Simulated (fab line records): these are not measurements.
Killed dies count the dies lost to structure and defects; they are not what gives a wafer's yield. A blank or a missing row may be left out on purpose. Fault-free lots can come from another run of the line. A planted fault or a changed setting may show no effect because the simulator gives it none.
What tool caused it? || flow berkeley_cmos170 || 7 lots with 21 wafers sampled at 3 steps, on a route of 331 steps

== WHAT EACH GAUGE READ, for each wafer ==
UCB170_NSD_TW_MEAS_10.
{"lot": "L711", "measured": "day 7 00:29", "on": "film_metro-04", "NSD_TW": "4187 4179 4179"}
{"lot": "L713", "measured": "day 7 20:38", "on": "film_metro-04", "NSD_TW": "4173 4156 4181"}
{"lot": "L716", "measured": "day 7 20:49", "on": "film_metro-03", "NSD_TW": "4161 4153 4189"}
{"lot": "L719", "measured": "day 8 13:46", "on": "film_metro-01", "NSD_TW": "4221 4222 4220"}
{"lot": "L722", "measured": "day 9 06:18", "on": "film_metro-04", "NSD_TW": "4195 4215 4195"}
{"lot": "L725", "measured": "day 9 20:23", "on": "film_metro-01", "NSD_TW": "30 30 30"}
{"lot": "L728", "measured": "day 10 08:16", "on": "film_metro-03", "NSD_TW": "30 30 30"}

== WHAT TOOL EACH LOT RAN ON (gives the tool, then ch and the chambers of the sampled wafers, and finally the start) ==
{"lot": "L711", "UCB170_PSD_STRIP_09": "plasma_asher-03 ch 0,1, day 6 22:35", "UCB170_NSD_STRIP_09": "plasma_asher-04 ch 0,1, day 7 00:23"}
{"lot": "L713", "UCB170_PSD_STRIP_09": "plasma_asher-02 ch 0,1, day 7 18:59", "UCB170_NSD_STRIP_09": "plasma_asher-02 ch 0,1, day 7 20:32"}
{"lot": "L716", "UCB170_PSD_STRIP_09": "plasma_asher-03 ch 0,1, day 7 19:14", "UCB170_NSD_STRIP_09": "plasma_asher-04 ch 0,1, day 7 20:43"}
{"lot": "L719", "UCB170_PSD_STRIP_09": "plasma_asher-02 ch 0,1, day 8 11:52", "UCB170_NSD_STRIP_09": "plasma_asher-04 ch 0,1, day 8 13:40"}
{"lot": "L722", "UCB170_PSD_STRIP_09": "plasma_asher-04 ch 0,1, day 9 04:04", "UCB170_NSD_STRIP_09": "plasma_asher-04 ch 0,1, day 9 06:12"}
{"lot": "L725", "UCB170_PSD_STRIP_09": "plasma_asher-04 ch 0,1, day 9 18:21", "UCB170_NSD_STRIP_09": "plasma_asher-02 ch 0,1, day 9 20:17"}
{"lot": "L728", "UCB170_PSD_STRIP_09": "plasma_asher-03 ch 0,1, day 10 05:35", "UCB170_NSD_STRIP_09": "plasma_asher-04 ch 0,1, day 10 08:09"}
- UCB170_PSD_STRIP_09: strips in O2.
- UCB170_NSD_STRIP_09: strips in O2.

== THE ANSWER, worked out from the rows above alone ==
Rule: the usual values come from the lots themselves. The widest of any qualifying gaps counts: lots, ordered by their means at a reading, are off when they make up no more than a third of the lots, leave a main group of 4 or more, and stand apart from it by 3 or more times the standard deviation of that group's means. Not used: any main group whose means are identical at the precision the tables above print for the reading. Also off: a lot with no number at a reading for which 4 or more lots have one. Where the step has rows for the other lots, those lots are counted as sound.
Off: L725, L728, seen at UCB170_NSD_TW_MEAS_10 (NSD_TW). The main group has a mean of 4188 with a standard deviation of 20.
If a tool, at a process step before that reading, ran all the lots that are off and no sound lot after the first of them, it fits. Those tools and the gauges at UCB170_NSD_TW_MEAS_10 are tried in the same way. Of those tried, none fits.

== WHAT THE SIMULATOR HAD PUT IN ==
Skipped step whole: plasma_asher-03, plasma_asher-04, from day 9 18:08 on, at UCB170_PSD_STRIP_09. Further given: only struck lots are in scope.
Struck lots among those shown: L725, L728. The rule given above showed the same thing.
